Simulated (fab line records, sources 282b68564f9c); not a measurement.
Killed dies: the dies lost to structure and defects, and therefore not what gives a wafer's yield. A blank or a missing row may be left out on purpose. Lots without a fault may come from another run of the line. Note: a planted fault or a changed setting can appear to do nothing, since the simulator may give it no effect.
What tool caused it? -- flow rit cmos -- 39 wafers from 13 lots sampled at 4 of the route's 202 steps

== WHAT THE GAUGES SHOWED, per wafer ==
RIT_GATE_THK_MEAS_07.
lot,measured,on,GATE_OXIDE_THK (nm)
L525,day 2 11:11,film metro-03,3.01 3.10 3.06
L526,day 2 17:41,film metro-02,3.08 3.06 3.02
L527,day 2 22:07,film metro-03,3.22 3.15 3.11
L528,day 3 06:10,film metro-04,2.98 3.01 2.97
L535,day 4 14:38,film metro-04,2.94 2.94 2.98
L538,day 5 05:33,film metro-02,3.07 3.08 3.03
L540,day 5 15:19,film metro-03,3.00 3.04 3.03
L541,day 5 22:11,film metro-02,3.06 3.04 3.06
L542,day 6 04:11,film metro-02,3.09 3.19 3.09
L543,day 6 07:31,film metro-03,2.94 2.98 2.93
L546,day 6 22:38,film metro-02,3.06 3.10 3.02
L547,day 7 01:23,film metro-02,3.04 3.00 2.94
L548,day 7 09:43,film metro-03,3.07 3.03 3.04

RIT_SILICIDE_RS_MEAS_02: measures by four-point-probe.
lot,measured,on,SILICIDE_TI_RS (ohm/sq)
L525,day 3 04:40,film metro-02,47.7 46.6 47.6
L526,day 3 10:13,film metro-04,48.4 47.2 47.0
L527,day 3 14:40,film metro-02,47.1 47.6 46.9
L528,day 3 22:10,film metro-02,47.6 47.5 47.5
L535,day 5 06:44,film metro-04,48.6 48.0 49.5
L538,day 5 23:11,film metro-02,47.6 48.9 47.8
L540,day 6 09:04,film metro-02,48.6 48.6 49.0
L541,day 6 16:14,film metro-03,47.4 46.8 46.7
L542,day 6 21:04,film metro-02,47.9 49.3 47.7
L543,day 6 23:27,film metro-02,48.3 50.0 48.2
L546,day 7 14:54,film metro-03,49.0 48.3 49.1
L547,day 7 19:23,film metro-02,49.1 48.3 48.3
L548,day 8 02:46,film metro-03,50.5 50.7 49.2

RIT_CONTACT_CD_MEAS_08: target cd 1000 nm.
lot,measured,on,cd nm (nm)
L525,day 3 06:05,cd sem-02,1000.2 998.9 998.8
L526,day 3 11:39,cd sem-01,998.3 999.3 1000.7
L527,day 3 16:06,cd sem-02,1000.2 998.4 998.2
L528,day 3 23:49,cd sem-02,997.9 999.2 1000.8
L535,day 5 08:28,cd sem-02,997.3 999.5 997.0
L538,day 6 00:42,cd sem-01,997.8 998.7 999.7
L540,day 6 10:31,cd sem-02,1000.7 1002.3 1000.6
L541,day 6 17:41,cd sem-02,998.3 998.6 999.0
L542,day 6 22:37,cd sem-01,1000.1 999.0 1000.7
L543,day 7 01:13,cd sem-01,997.6 997.4 997.3
L546,day 7 16:29,cd sem-01,1004.3 1004.1 1003.2
L547,day 7 20:59,cd sem-02,998.1 998.6 998.6
L548,day 8 04:26,cd sem-02,1002.0 1001.8 1002.1

== EACH LOT AND THE TOOL THAT RAN IT (in order: tool; ch and the chambers of the sampled wafers; start) ==
lot,RIT_ACTIVE_CLEAN_17
L525,"wet bench-04 ch 2, day 1 15:20"
L526,"wet bench-01 ch 1, day 1 20:28"
L527,"wet bench-04 ch 3, day 2 02:31"
L528,"wet bench-04 ch 1, day 2 07:25"
L535,"wet bench-01 ch 1, day 3 17:50"
L538,"wet bench-03 ch 2, day 4 10:02"
L540,"wet bench-01 ch 1, day 4 19:08"
L541,"wet bench-03 ch 3, day 4 23:20"
L542,"wet bench-01 ch 0, day 5 05:24"
L543,"wet bench-01 ch 3, day 5 09:20"
L546,"wet bench-04 ch 2, day 6 02:04"
L547,"wet bench-01 ch 3, day 6 07:16"
L548,"wet bench-01 ch 1, day 6 10:32"
- RIT_ACTIVE_CLEAN_17: cleans in SC2, time 600 s.

== WHAT THE TOOLS THEMSELVES READ (means of the sampled wafers that have a number; where no wafer has one, the mark that the record gives instead) ==
The record holds no such reading with a usual standard deviation.

== THE ANSWER, worked out from the rows above alone ==
Rule: usual is defined by the lots themselves. The widest of any qualifying gaps counts: lots, ordered by their means at a reading, are off when they make up no more than a third of the lots, leave a main group of 4 or more, and stand apart from it by 3 or more times the standard deviation of that group's means. The tables above print the reading to a certain number of digits; a main group whose means all agree to those digits is not used. Also off: a lot with no number at a reading for which 4 or more lots have one. The other lots that the step has rows for count as sound. The gauges are gone through in route order, then the tools' own readings, and for those a lot's mean is taken as printed above. The first step at which some lot is off is used, and at that step the reading that is off furthest; a lot without a number counts as furthest.
No lot is off at any reading shown: from this, nothing can be told.

== WHAT THE SIMULATOR HAD INSERTED ==
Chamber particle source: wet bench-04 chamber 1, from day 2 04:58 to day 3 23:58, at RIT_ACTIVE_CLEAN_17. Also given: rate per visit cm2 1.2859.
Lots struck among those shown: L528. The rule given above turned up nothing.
